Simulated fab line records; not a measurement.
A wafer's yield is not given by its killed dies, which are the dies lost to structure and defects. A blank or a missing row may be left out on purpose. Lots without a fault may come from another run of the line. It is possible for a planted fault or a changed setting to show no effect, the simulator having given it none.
fab line records	flow rit_cmos
[record] lots = 7	wafers = 21	last_day = 4
route steps=202 shown NRETRO@60 PRETRO@64 M1@202
lots with no fault: from the same line, run without faults
start_h: the number of hours between the record's first day and the start of the first shown wafer of the lot	wait_h: hours since the lot's step before	" as in the row above	L1.1+2: one row covering several wafers at once	- no value present, or no start provided	* or withheld: withheld	< > ~ a bound
route shown NAME@n: names a module that has steps shown in the file, with the first one's number in the route	usual: mean/standard deviation taken from wafers without a fault	same: alike in all rows	chamber/n: place in a boat	sites: the reading at each site	_std_site: the values' standard deviation	_edge_site: outer sites' mean less inner sites'	radius_mm: how far each site lies from the wafer's centre	mask NAME#n: copy n	behind: the tool/chamber that last shaped the wafer	hold: why the lot was held/for how many hours/how that ended	device: whichever transistor did not switch (one of n, p or np)	end of line: tests run on the same wafers once the route is complete	where a step has no rows: the recipe by itself	killed: dies that structure and defects cost at the first sort, which is not the same as the wafer's yield	map: per-die view of a wafer (x killed, . not killed, _ where there is no die)
set.NAME: the run value of the setting; set.NAME@STEP: its run value at that earlier step	model.NAME: the simulator's own value behind a step, which no gauge read
lots seen at some steps along the route; tables by step, rows by wafer
services: when a tool's chamber went out of use (start_h, in hours from the record's first day, below 0 if earlier), for how many hours, and the reason
[[steps]]
[step RIT_NRETRO_HARDBAKE_07]
[recipe] resist = NOVOLAK	temp_c = 140	time_s = 120
[step RIT_NRETRO_IMPLANT_08]
[recipe] species = P	energy_kev = 70	dose_cm2 = 1e+13	tilt_deg = 7
[step RIT_NRETRO_STRIP_09]
[recipe] chemistry = O2	time_s = 180	resist = NOVOLAK	platen_temp_c = withheld	power_w = 500	pressure_mtorr = 4000	o2_flow_sccm = 4000
[usual] drypump_motor_current_A = 5.5/0.54	o2_flow_sccm = 4000/12
lot.wafer	tool	chamber	start_h	wait_h	drypump_motor_current_A	o2_flow_sccm	rf_hours_counter_h
L824.1	plasma_asher-02	0	29.24	0.1	5.1	4023	25
L824.4	"	0	"	"	5.1	4014	-
L824.6	"	1	"	"	4.9	4011	-
L825.1	plasma_asher-01	1	35.42	0.1	5.2	4004	40
L825.2	"	0	"	"	6.4	3976	40
L825.4	"	0	"	"	6.5	3995	-
L827.2	plasma_asher-02	0	45.27	0.1	5.1	4017	26
L827.3	"	1	"	"	4.9	4010	-
L827.4	"	0	"	"	5.1	3999	-
L829.3	plasma_asher-01	1	54.35	0.1	5.2	3982	-
L829.5	"	1	"	"	5.1	3997	-
L829.6	"	0	"	"	6.5	4000	-
L834.2	plasma_asher-02	1	80.48	0.1	4.9	4011	30
L834.4	"	0	"	"	5.1	4017	-
L834.6	"	0	"	"	5.1	4016	-
L835.2	plasma_asher-01	0	85.02	0.1	6.4	3992	45
L835.3	"	1	"	"	5.2	4009	-
L835.4	"	0	"	"	6.4	4005	-
L836.1	plasma_asher-01	1	89.54	0.1	5.2	3985	45
L836.3	"	1	"	"	5.2	3995	-
L836.6	"	1	"	"	5.2	4004	-
[step RIT_NRETRO_TW_MEAS_10]
[usual] NRETRO_TW = 1055/7.4
lot.wafer	tool	chamber	start_h	wait_h	NRETRO_TW
L824.1	film_metro-02	-	29.41	0.1	1049
L824.4	"	-	"	"	1045
L824.6	"	-	"	"	1047
L825.1	film_metro-03	-	35.59	0.1	1059
L825.2	"	-	"	"	1062
L825.4	"	-	"	"	1059
L827.2	film_metro-03	-	45.46	0.1	1061
L827.3	"	-	"	"	1062
L827.4	"	-	"	"	1061
L829.3	film_metro-04	-	54.49	0.1	1050
L829.5	"	-	"	"	1049
L829.6	"	-	"	"	1060
L834.2	film_metro-02	-	80.67	0.1	1054
L834.4	"	-	"	"	1054
L834.6	"	-	"	"	1057
L835.2	film_metro-02	-	85.21	0.1	1052
L835.3	"	-	"	"	1053
L835.4	"	-	"	"	1051
L836.1	film_metro-02	-	89.72	0.1	1053
L836.3	"	-	"	"	1048
L836.6	"	-	"	"	1050
[step RIT_PRETRO_HMDS_00]
[recipe] prime_time_s = 60	prime_temp_c = 140
[step RIT_PRETRO_COAT_01]
[recipe] resist = NOVOLAK	spin_rpm = 2000	resist_thk_nm = 1300
[step RIT_PRETRO_SOFTBAKE_02]
[recipe] resist = NOVOLAK	temp_c = 90.65	time_s = 60
[step RIT_PRETRO_EXPOSE_03]
[recipe] mask_id = M5	na = 0.57	target_cd_nm = 43700	dose_mj = 250
[step RIT_PRETRO_PEB_04]
[recipe] resist = NOVOLAK	temp_c = withheld	time_s = withheld
[step RIT_PRETRO_DEVELOP_05]
[recipe] resist = NOVOLAK	develop_time_s = 68	dev_temp_c = 23
[step RIT_PRETRO_OVL_MEAS_06]
[usual] PRETRO_OVL = 0.3/1.4
lot.wafer	tool	chamber	start_h	wait_h	PRETRO_OVL[nm]
L824.1	overlay-01	-	30.48	-	-0.9
L824.4	"	-	"	"	-0.2
L824.6	"	-	"	"	1.8
L825.1	overlay-02	-	36.74	-	0.8
L825.2	"	-	"	"	1.8
L825.4	"	-	"	"	3.4
L827.2	overlay-02	-	46.61	-	0.5
L827.3	"	-	"	"	-0.2
L827.4	"	-	"	"	1.2
L829.3	overlay-01	-	55.42	-	-0.6
L829.5	"	-	"	"	-0.8
L829.6	"	-	"	"	-0.3
L834.2	overlay-01	-	81.60	-	0.0
L834.4	"	-	"	"	-1.1
L834.6	"	-	"	"	1.6
L835.2	overlay-02	-	86.14	-	1.4
L835.3	"	-	"	"	0.8
L835.4	"	-	"	"	-1.1
L836.1	overlay-02	-	90.66	-	1.8
L836.3	"	-	"	"	2.1
L836.6	"	-	"	"	1.0
[step RIT_PRETRO_HARDBAKE_07]
[recipe] resist = NOVOLAK	temp_c = 140	time_s = 120
[step RIT_PRETRO_IMPLANT_08]
[recipe] species = B	energy_kev = 45	dose_cm2 = 1.2e+13	tilt_deg = 7
[usual] faraday_current_uA = 38.1/0.8	implant_ion_amu = 11/0
lot.wafer	tool	chamber	start_h	wait_h	faraday_current_uA	implant_ion_amu	model.implant.rp_nm	model.implant.drp_nm
L824.1	implanter-03	0	30.76	0.2	38.5	11	142.3	55.07
L824.4	"	0	"	"	38.2	11	142.3	55.07
L824.6	"	0	"	"	39.0	11	142.3	55.07
L825.1	implanter-02	0	37.02	0.2	37.7	11	143.1	55.07
L825.2	"	0	"	"	37.3	11	143.1	55.07
L825.4	"	0	"	"	39.8	11	143.1	55.07
L827.2	implanter-04	0	46.92	0.2	38.0	11	148.4	55.07
L827.3	"	0	"	"	38.5	11	148.4	55.07
L827.4	"	0	"	"	38.7	11	148.4	55.07
L829.3	implanter-04	0	55.75	0.2	37.7	11	144.8	55.07
L829.5	"	0	"	"	37.9	11	144.8	55.07
L829.6	"	0	"	"	39.2	11	144.8	55.07
L834.2	implanter-02	0	81.91	0.2	38.0	49	33.11	17.23
L834.4	"	0	"	"	38.1	49	33.11	17.23
L834.6	"	0	"	"	37.4	49	33.11	17.23
L835.2	implanter-03	0	86.70	0.2	40.0	49	33.73	17.23
L835.3	"	0	"	"	39.0	49	33.73	17.23
L835.4	"	0	"	"	37.9	49	33.73	17.23
L836.1	implanter-04	0	90.94	0.2	38.1	49	34.34	17.23
L836.3	"	0	"	"	38.9	49	34.34	17.23
L836.6	"	0	"	"	38.1	49	34.34	17.23
[step RIT_PRETRO_STRIP_09]
[recipe] chemistry = O2	time_s = 180	resist = NOVOLAK	platen_temp_c = withheld	power_w = 500	pressure_mtorr = 4000	o2_flow_sccm = 4000
[usual] drypump_motor_current_A = 5.9/0.38	o2_flow_sccm = 4001/12
lot.wafer	tool	chamber	start_h	wait_h	drypump_motor_current_A	o2_flow_sccm	rf_hours_counter_h
L824.1	plasma_asher-03	0	30.91	0.1	5.8	3996	39
L824.4	"	0	"	"	5.8	3983	-
L824.6	"	1	"	"	6.0	4006	-
L825.1	plasma_asher-03	1	37.17	0.1	6.0	4018	40
L825.2	"	0	"	"	5.8	4000	40
L825.4	"	1	"	"	6.1	4025	-
L827.2	plasma_asher-03	1	47.04	0.1	6.1	3991	41
L827.3	"	0	"	"	5.8	4002	-
L827.4	"	1	"	"	6.1	4002	-
L829.3	plasma_asher-03	0	55.90	0.1	5.8	3996	-
L829.5	"	0	"	"	5.8	3999	-
L829.6	"	1	"	"	6.1	4017	-
L834.2	plasma_asher-04	1	82.03	0.1	6.4	4006	41
L834.4	"	0	"	"	5.9	4003	-
L834.6	"	1	"	"	6.3	4006	-
L835.2	plasma_asher-01	0	86.82	0.1	6.4	4001	45
L835.3	"	0	"	"	6.5	4002	-
L835.4	"	1	"	"	5.2	4004	-
L836.1	plasma_asher-03	0	91.09	0.1	5.8	4006	46
L836.3	"	1	"	"	6.1	3990	-
L836.6	"	1	"	"	6.1	4003	-
[step RIT_PRETRO_TW_MEAS_10]
[usual] PRETRO_TW = 480/3.5
lot.wafer	tool	chamber	start_h	wait_h	hold	PRETRO_TW
L824.1	film_metro-01	-	31.09	0.1	-	478
L824.4	"	-	"	"	-	481
L824.6	"	-	"	"	-	480
L825.1	film_metro-02	-	37.35	0.1	-	475
L825.2	"	-	"	"	-	476
L825.4	"	-	"	"	-	477
L827.2	film_metro-01	-	47.23	0.1	-	481
L827.3	"	-	"	"	-	479
L827.4	"	-	"	"	-	478
L829.3	film_metro-02	-	56.04	0.1	-	474
L829.5	"	-	"	"	-	474
L829.6	"	-	"	"	-	476
L834.2	film_metro-04	-	82.22	0.1	await_dispo/0.2h/release	791
L834.4	"	-	"	"	await_dispo/0.2h/release	798
L834.6	"	-	"	"	await_dispo/0.2h/release	793
L834.2	film_metro-04	-	82.44	0.2	-	792
L834.4	"	-	"	"	-	791
L834.6	"	-	"	"	-	797
L835.2	film_metro-02	-	87.01	0.1	await_dispo/0.2h/release	790
L835.3	"	-	"	"	await_dispo/0.2h/release	792
L835.4	"	-	"	"	await_dispo/0.2h/release	795
L835.2	film_metro-02	-	87.23	0.2	-	796
L835.3	"	-	"	"	-	791
L835.4	"	-	"	"	-	793
L836.1	film_metro-01	-	91.27	0.1	await_dispo/0.2h/release	799
L836.3	"	-	"	"	await_dispo/0.2h/release	802
L836.6	"	-	"	"	await_dispo/0.2h/release	803
L836.1	film_metro-01	-	91.49	0.2	-	800
L836.3	"	-	"	"	-	799
L836.6	"	-	"	"	-	800
[step RIT_M1_PROBE_99]
[usual] defect_limited_yield = 97.4/1.2	killed_at_contacts = 0.1/0.29	killed_at_front_end = 7/3	killed_dies = 7/3	killed_open = 3.5/2	killed_short = 3.4/2	sort_bin_3_pad_short = 0.1/0.19	sort_bin_5_function = 1.5/0.77	sort_bin_6_memory = 1.0/0.7	sort_n_pass = 257/3	sort_yield_pct = 97.4/1.2
[same] gross_dies = 264	killed_at_M0_to_M3 = 0	killed_at_M4_up = 0	killed_at_back_side = 0	killed_at_other = 0
lot.wafer	tool	chamber	start_h	wait_h	defect_limited_yield[%]	killed_at_contacts	killed_at_front_end	killed_dies	killed_open	killed_short	sort_bin_3_pad_short[%]	sort_bin_5_function[%]	sort_bin_6_memory[%]	sort_n_pass	sort_yield_pct[%]
L824.1	prober-01	-	56.71	0.1	97.0	0	8	8	5	3	0	2.3	0.8	256	97.0
L824.4	prober-01	-	56.86	0.2	95.5	0	12	12	9	3	0	3.0	1.5	252	95.5
L824.6	prober-01	-	56.96	0.2	95.1	1	12	13	6	7	0.8	2.3	1.9	251	95.1
L825.1	prober-02	-	62.48	0.1	95.5	0	12	12	4	8	0	3.4	1.1	252	95.5
L825.2	prober-02	-	62.53	0.1	97.7	0	6	6	2	4	0	1.5	0.8	258	97.7
L825.4	prober-02	-	62.63	0.2	98.1	0	5	5	2	3	0	1.9	0	259	98.1
L827.2	prober-02	-	72.09	0.1	96.6	0	9	9	7	2	0	2.3	1.1	255	96.6
L827.3	prober-02	-	72.14	0.2	96.6	0	9	9	3	6	0	3.0	0.4	255	96.6
L827.4	prober-02	-	72.19	0.2	97.0	0	8	8	4	4	0	1.5	1.5	256	97.0
L829.3	prober-02	-	82.61	0.2	97.3	0	7	7	5	2	0	2.3	0.4	257	97.3
L829.5	prober-02	-	82.71	0.2	98.5	0	4	4	2	2	0	1.5	0	260	98.5
L829.6	prober-02	-	82.76	0.2	98.5	0	4	4	1	3	0	1.1	0.4	260	98.5
// killed by level:class
L824.1 FOX2:geometric_particle:open=2 GATE:geometric_particle:short=2 SPACER:geometric_particle:open=2 FOX2:geometric_particle:short=1 GATE:geometric_particle:open=1
L824.4 GATE:geometric_particle:open=4 FOX2:geometric_particle:short=2 REOX:geometric_particle:open=2 FOX1:geometric_particle:open=1 GATE:geometric_particle:short=1 SPACER:geometric_particle:open=1 SILICIDE:geometric_particle:open=1
L824.6 SPACER:geometric_particle:open=3 SPACER:geometric_particle:short=3 GATE:geometric_particle:short=2 SILICIDE:geometric_particle:open=1 GATE:geometric_particle:open=1 REOX:geometric_particle:open=1 SILICIDE:geometric_particle:short=1 CONTACT:geometric_particle:short=1
L825.1 REOX:geometric_particle:short=3 GATE:geometric_particle:open=2 SILICIDE:geometric_particle:short=2 FOX1:geometric_particle:short=1 FOX1:geometric_particle:open=1 FOX2:geometric_particle:open=1 FOX2:geometric_particle:short=1 GATE:geometric_particle:short=1
L825.2 FOX1:geometric_particle:short=1 GATE:geometric_particle:short=1 GATE:geometric_particle:open=1 REOX:geometric_particle:short=1 SPACER:geometric_particle:short=1 SILICIDE:geometric_particle:open=1
L825.4 FOX1:geometric_particle:short=1 FOX1:geometric_particle:open=1 GATE:geometric_particle:short=1 REOX:geometric_particle:short=1 SILICIDE:geometric_particle:open=1
L827.2 REOX:geometric_particle:open=3 SPACER:geometric_particle:open=2 FOX2:geometric_particle:open=1 GATE:geometric_particle:short=1 GATE:geometric_particle:open=1 SPACER:geometric_particle:short=1
L827.3 FOX1:geometric_particle:short=3 SILICIDE:geometric_particle:short=2 GATE:geometric_particle:open=1 REOX:geometric_particle:open=1 REOX:geometric_particle:short=1 SPACER:geometric_particle:open=1
L827.4 FOX1:geometric_particle:short=1 GATE:geometric_particle:open=1 GATE:geometric_particle:short=1 REOX:geometric_particle:open=1 SPACER:geometric_particle:short=1 SPACER:geometric_particle:open=1 SILICIDE:geometric_particle:short=1 SILICIDE:geometric_particle:open=1
L829.3 GATE:geometric_particle:open=2 FOX1:geometric_particle:open=1 GATE:geometric_particle:short=1 REOX:geometric_particle:open=1 REOX:geometric_particle:short=1 SPACER:geometric_particle:open=1
L829.5 FOX2:geometric_particle:open=1 GATE:geometric_particle:open=1 GATE:geometric_particle:short=1 REOX:geometric_particle:short=1
L829.6 GATE:geometric_particle:short=2 ACTIVE:geometric_particle:open=1 SPACER:geometric_particle:short=1
[[services]]
tool	chamber	start_h	hours	kind
implanter-03	-	10.71	1.0	repair
implanter-02	-	17.30	0.5	repair
implanter-03	-	53.75	17.6	repair
implanter-02	-	58.08	7.7	repair
[[key]]
[first_sign] step = RIT_PRETRO_IMPLANT_08	reading = implant_ion_amu	direction = up	sigmas = 99+	usual = 11	struck = 49
[effect] step = RIT_PRETRO_TW_MEAS_10	reading = visit	direction = added
[effect] step = RIT_PRETRO_TW_MEAS_10	reading = PRETRO_TW	direction = up	sigmas = 90	usual = 480	struck = 796
[model_effect] step = RIT_PRETRO_IMPLANT_08	value = implant.rp_nm	without = 146	struck = 33.73
met_at RIT_PRETRO_IMPLANT_08
struck_wafers L834.2,L834.4,L834.6,L835.2,L835.3,L835.4,L836.1,L836.3,L836.6
scrapped_behind RIT_PRETRO_TW_MEAS_10 L834.2,L834.4,L834.6,L835.2,L835.3,L835.4,L836.1,L836.3,L836.6
onset_between 55.75 81.91
[fault] kind = wrong_recipe_download	tool = implanter-02,implanter-03,implanter-04	chamber = -	onset_h = 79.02	steps = RIT_PRETRO_IMPLANT_08	wrong_recipe.not_listed = 1
